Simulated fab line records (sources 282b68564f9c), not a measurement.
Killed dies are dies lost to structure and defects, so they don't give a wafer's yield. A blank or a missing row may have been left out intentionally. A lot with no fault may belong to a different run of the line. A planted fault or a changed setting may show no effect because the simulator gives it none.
The tool behind it: which one? + flow ritCmos + 21 wafers from 7 lots sampled at 2 of the route's 202 steps

WHAT EACH GAUGE READ, for each wafer
RIT_M1_CD_MEAS_90: the cd target is 2600 nm.
| lot  | measured    | on       | cdNm (nm)            |
|------|-------------|----------|----------------------|
| L934 | day 3 19:37 | cdSem-02 | 2599.1 2601.1 2600.7 |
| L935 | day 4 05:11 | cdSem-01 | 2598.4 2598.1 2597.2 |
| L937 | day 4 15:00 | cdSem-01 | 2597.6 2600.2 2601.6 |
| L942 | day 5 13:28 | cdSem-01 | 2596.0 2595.9 2595.4 |
| L946 | day 6 08:24 | cdSem-01 | 2592.7 2590.2 2603.1 |
| L951 | day 7 09:27 | cdSem-02 | 2599.5 2599.6 2597.2 |
| L955 | day 8 10:01 | cdSem-02 | 2600.4 2602.1 2600.4 |

WHAT TOOL EACH LOT RAN ON (gives the tool, then ch and the chambers of the sampled wafers, and finally the start)
| lot  | RIT_M1_METAL_ETCH_12            |
|------|---------------------------------|
| L934 | rieMetal-03 ch 0,1, day 3 19:04 |
| L935 | rieMetal-04 ch 0,1, day 4 04:29 |
| L937 | rieMetal-02 ch 0,1, day 4 14:28 |
| L942 | rieMetal-03 ch 0,1, day 5 12:56 |
| L946 | rieMetal-04 ch 0,1, day 6 07:52 |
| L951 | rieMetal-02 ch 0,1, day 7 08:56 |
| L955 | rieMetal-03 ch 1, day 8 09:30   |
- RIT_M1_METAL_ETCH_12: etches Al in Cl2/BCl3, stops on SiO2, time 165 s, target depth 600 nm.

THE ANSWER, worked out from the rows above alone
Rule: usual is defined by the lots themselves. Put in order of their means at a reading, lots are off if they are a third of the lots or fewer, leave a main group of 4 or more, and stand apart from it by a gap of 3 or more times the standard deviation of the main group's means; of several such gaps the widest counts. Not used: any main group whose means are identical at the precision the tables above print for the reading. Also off: a lot with no number at a reading for which 4 or more lots have one. Any other lot the step has rows for is counted as sound.
None of the lots is off at any reading shown; this tells nothing.

WHAT THE SIMULATOR PUT IN
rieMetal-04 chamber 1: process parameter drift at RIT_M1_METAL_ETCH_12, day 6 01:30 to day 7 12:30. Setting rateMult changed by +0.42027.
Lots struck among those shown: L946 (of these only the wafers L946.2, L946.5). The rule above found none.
